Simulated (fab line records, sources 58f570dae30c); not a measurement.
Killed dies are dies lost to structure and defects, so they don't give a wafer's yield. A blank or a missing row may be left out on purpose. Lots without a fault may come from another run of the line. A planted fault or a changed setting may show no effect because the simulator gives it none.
Which tool did it? | flow berkeley_cmos170 | 7 lots, 21 wafers sampled, at 2 steps of a route of 331

WHAT THE GAUGES READ, wafer by wafer
UCB170_PLDD_TW_MEAS_11.
lot  | measured     | on            | PLDD_TW
L853 | day 7 16:26  | film_metro-02 | 1017 1020 1020
L856 | day 8 18:38  | film_metro-03 | 1419 1422 1422
L859 | day 9 06:46  | film_metro-03 | 1420 1422 1413
L865 | day 10 13:56 | film_metro-03 | 1016 1018 1016
L868 | day 11 05:00 | film_metro-01 | 999 997 998
L871 | day 12 17:22 | film_metro-03 | 1013 1010 1011
L873 | day 12 17:14 | film_metro-02 | 1008 1015 1000

WHICH TOOL RAN EACH LOT (tool, then ch and the chambers of the sampled wafers, then the start)
lot  | UCB170_PLDD_IMPLANT_08
L853 | implanter-03 ch 0, day 7 16:02
L856 | implanter-03 ch 0, day 8 18:15
L859 | implanter-03 ch 0, day 9 06:21
L865 | implanter-04 ch 0, day 10 13:32
L868 | implanter-01 ch 0, day 11 04:36
L871 | implanter-04 ch 0, day 12 16:58
L873 | implanter-03 ch 0, day 12 16:52
- UCB170_PLDD_IMPLANT_08

THE ANSWER, worked out from the rows above alone
Rule: what is usual is taken from the lots themselves. Put in order of their means at a reading, lots are off if they are a third of the lots or fewer, leave a main group of 4 or more, and stand apart from it by a gap of 3 or more times the standard deviation of the main group's means; of several such gaps the widest counts. A main group whose means are all the same, to the digits that the tables above print for the reading, isn't used. A lot without any number at a reading at which 4 lots or more have one is off too. The other lots that the step has rows for count as sound.
Off: L856, L859, at UCB170_PLDD_TW_MEAS_11 (PLDD_TW). The main group: mean 1011, standard deviation 7.4.
A tool fits if, at a process step before that reading, it ran every lot that is off, and no sound lot after the first of them. The gauges at UCB170_PLDD_TW_MEAS_11 are tried like those tools. None of those tried fits.

WHAT THE SIMULATOR HAD PUT IN
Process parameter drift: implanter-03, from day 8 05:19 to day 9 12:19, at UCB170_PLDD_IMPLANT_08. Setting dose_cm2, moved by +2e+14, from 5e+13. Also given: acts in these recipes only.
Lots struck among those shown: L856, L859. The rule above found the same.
